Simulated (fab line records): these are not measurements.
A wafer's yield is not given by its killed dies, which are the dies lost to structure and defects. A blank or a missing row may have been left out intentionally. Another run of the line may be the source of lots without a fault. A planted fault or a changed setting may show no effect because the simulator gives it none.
A lot that was struck, set against a sound lot || flow berkeleyCmos170 || 16 steps out of a route of 331
Sound: the wafers L459.3, L459.4, L459.6. Struck: wafers L470.3, L470.5, L470.6. Last of all comes the cause.
At each step with rows: each side's tool, then ch and its chambers, then its first start. Under that, the readings that differ: sound wafers || struck wafers || difference of the means || sigmas: that difference in standard deviations of wafers without a fault.
alike: a reading whose means differ by less than 2 such deviations, as well as words and numbers matching on both sides. not compared: withheld readings; readings where some wafer has no value; bounds like >300 that might hide an equal value; numbers whose values overlap and for which the record gives no deviation.
The two part at a step that has a row with sigmas, a row that says differs or no value, or rows on one side only. Numbers that have no deviation but don't overlap get no sigmas and don't part them. Lack of a reading on every wafer of one side parts them only where that side has two or more wafers.

first, 1 step without rows for these wafers: UCB170_PFIELD_IMPLANT_07.
UCB170_PFIELD_STRIP_08: strips in O2.
  sound on plasmaAsher-01 ch 0,1, day 5 17:04; struck on plasmaAsher-03 ch 0,1, day 8 05:23
  alike: drypumpMotorCurrentA, o2FlowSccm, oesProductAu, stripTimeToEndpointS
  not compared: rfHoursCounterH
UCB170_PFIELD_TW_MEAS_09:
  struck on filmMetro-02, day 8 05:28; sound on filmMetro-01, day 5 17:09
  alike: PFIELD_TW
then, 2 steps without rows for these wafers: UCB170_FIELD_CLEAN_00 (cleans in dHF, time 7.5 s); UCB170_FIELD_OXIDATION_01 (target thk 558.3 nm, ox time 7200 s).
UCB170_FIELD_THK_MEAS_02:
  struck on filmMetro-01, day 8 12:59; sound on filmMetro-04, day 6 02:46
{"reading": "FIELD_OXIDE_THK (nm)", "sound": "568 577 580", "struck": "552 545 541", "difference": -29, "sigmas": -3}
then, 4 steps without rows for these wafers: UCB170_FIELD_ANNEAL_03 (time 1200 s); UCB170_FIELD_WET_ETCH_04 (etches SiO2 in dHF, time 60 s); UCB170_FIELD_WET_ETCH_05 (etches Si3N4 in H3PO4, time 12600 s); UCB170_FIELD_WET_ETCH_06 (etches SiO2 in BOE, time 22 s).
UCB170_FIELD_THK_MEAS_90:
  struck on filmMetro-01, day 8 21:10; sound on filmMetro-04, day 6 11:44
{"reading": "FIELD_OXIDE_LEFT_1_THK (nm)", "sound": "449 459 461", "struck": "435 428 425", "difference": -27, "sigmas": -3}
then, 1 step without rows for these wafers: UCB170_SACOX_CLEAN_00 (cleans in dHF, time 7.5 s).
UCB170_SACOX_OXIDATION_01: target thk 14.4 nm, ox time 2400 s.
  sound on furnace-02 ch 0, day 6 15:37; struck on furnace-04 ch 0, day 9 03:14
UCB170_SACOX_THK_MEAS_02:
  struck on filmMetro-01, day 9 05:10; sound on filmMetro-01, day 6 17:19
{"reading": "SACOX_OXIDE_THK (nm)", "sound": "14.02 13.69 13.82", "struck": "22.87 22.95 22.75", "difference": "+9.01", "sigmas": "+38"}
then, 2 steps without rows for these wafers: UCB170_SCREENOX_WET_ETCH_00 (etches SiO2 in dHF, time 200 s); UCB170_M3_PROBE_99.

WHERE THEY PART
Last at UCB170_SACOX_THK_MEAS_02 as far as this record goes, first at UCB170_FIELD_THK_MEAS_02.

WHY: whatever the simulator had introduced
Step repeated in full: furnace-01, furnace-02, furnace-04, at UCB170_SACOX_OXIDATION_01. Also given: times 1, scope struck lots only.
